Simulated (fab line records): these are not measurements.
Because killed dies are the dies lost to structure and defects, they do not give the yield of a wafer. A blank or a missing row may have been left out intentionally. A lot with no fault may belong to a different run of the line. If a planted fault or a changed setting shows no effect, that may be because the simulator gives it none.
Problem report in the 8D (eight disciplines) form, filled by code || flow rit_cmos || the parts of the form that need people (team, actions taken, sign-off) are left out

== 1. PROBLEM STATEMENT ==
Wafers without a fault read 238.4 s, standard deviation 0.52; run_length_s at RIT_ACTIVE_ETCH_13 reads a mean of 265.0 s on 4 wafers belonging to 2 lots. That is +51 standard deviations from the usual mean.
The step: etches Si3N4 in SF6, stops on SiO2, time 210 s, target depth 210 nm.
First observed at day 4 09:37: wafer L860.3, on rie_diel-01. At this step, 18 wafers from 6 lots have a number in the record. By rule, "out" or "out of limits" means more than 4 standard deviations away from the usual mean. All remaining wafers that have a number are taken as sound.

== 2. WHAT THIS IS AND IS NOT ==
{"question": "which readings at this step", "is": "run_length_s", "is not": "drypump_motor_current_A, throttle_valve_pct"}
{"question": "which lots", "is": "L860, L863", "is not": "L848, L852, L866, L870"}
{"question": "which wafers of those lots", "is": "L860.3, L860.5, L863.3, L863.4", "is not": "L860.6, L863.6"}
{"question": "read on which tools", "is": "rie_diel-01", "is not": "rie_diel-03"}
{"question": "when", "is": "from day 4 09:37", "is not": "up to then (7 sound wafers); but 7 sound wafers of L863, L866, L870 came after"}

== 3. THE SUSPECTS, EACH WITH WHAT RULES IT OUT ==
Counting: if a tool at a process step up to the reading ran every lot that is out, it stays a suspect. Sound lots after the first of them don't rule it out here, since some wafers of a struck lot are sound.
- rie_diel-01 at RIT_ACTIVE_ETCH_13 (etches Si3N4 in SF6, stops on SiO2, time 210 s, target depth 210 nm): kept. Every lot that is out went through it, the first being L860 (day 4 09:37); the last sound lot it ran before that was L852 (day 2 16:15). On those wafers its own readings are out: run_length_s.
- At RIT_ACTIVE_ETCH_13, inside rie_diel-01: chamber 0 took the wafers that are out, while their sound lot-mates went through chambers 1, 3.
Left after counting: rie_diel-01 at RIT_ACTIVE_ETCH_13.

== 4. THE CAUSE (what the simulator had put in) ==
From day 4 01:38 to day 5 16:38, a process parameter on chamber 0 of rie_diel-01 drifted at RIT_ACTIVE_ETCH_13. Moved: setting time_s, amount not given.
This tool alone remained once counting was done.

== 5. SEQUENCE OF EFFECTS, ordered by route ==
Each row: a reading whose mean over the struck wafers that have a number lies more than 3 standard deviations from the usual. Readings are gone through only where the record gives a usual standard deviation; hours: the median, over the lots, of the time from a lot's start at the first step in this table giving one to that lot's start at this step; sigmas: the change measured in usual standard deviations.
{"hours": 0, "step": "RIT_ACTIVE_ETCH_13", "reading": "oes_product_au", "usual": "0.819 a.u.", "on struck wafers": 0.772, "change": -0.047, "sigmas": -3.6}
{"hours": 0, "step": "RIT_ACTIVE_ETCH_13", "reading": "run_length_s", "usual": "238.4 s", "on struck wafers": 265.0, "change": "+26.6", "sigmas": "+51"}
Here are the process steps it includes:
- RIT_ACTIVE_ETCH_13: etches Si3N4 in SF6, stops on SiO2, time 210 s, target depth 210 nm.
Later steps that measure or inspect, where all struck wafers having a row at the step show a number for every such reading and not one has moved that far: RIT_ACTIVE_CD_MEAS_90, RIT_FOX1_THK_MEAS_01, RIT_FOX2_THK_MEAS_01, RIT_FOX2_THK_MEAS_90.

== 6. HOW IT WOULD HAVE BEEN CAUGHT EARLIER ==
In this record no reading fell out of limits until day 4 09:37, 8 hours after the fault had begun at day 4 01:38.
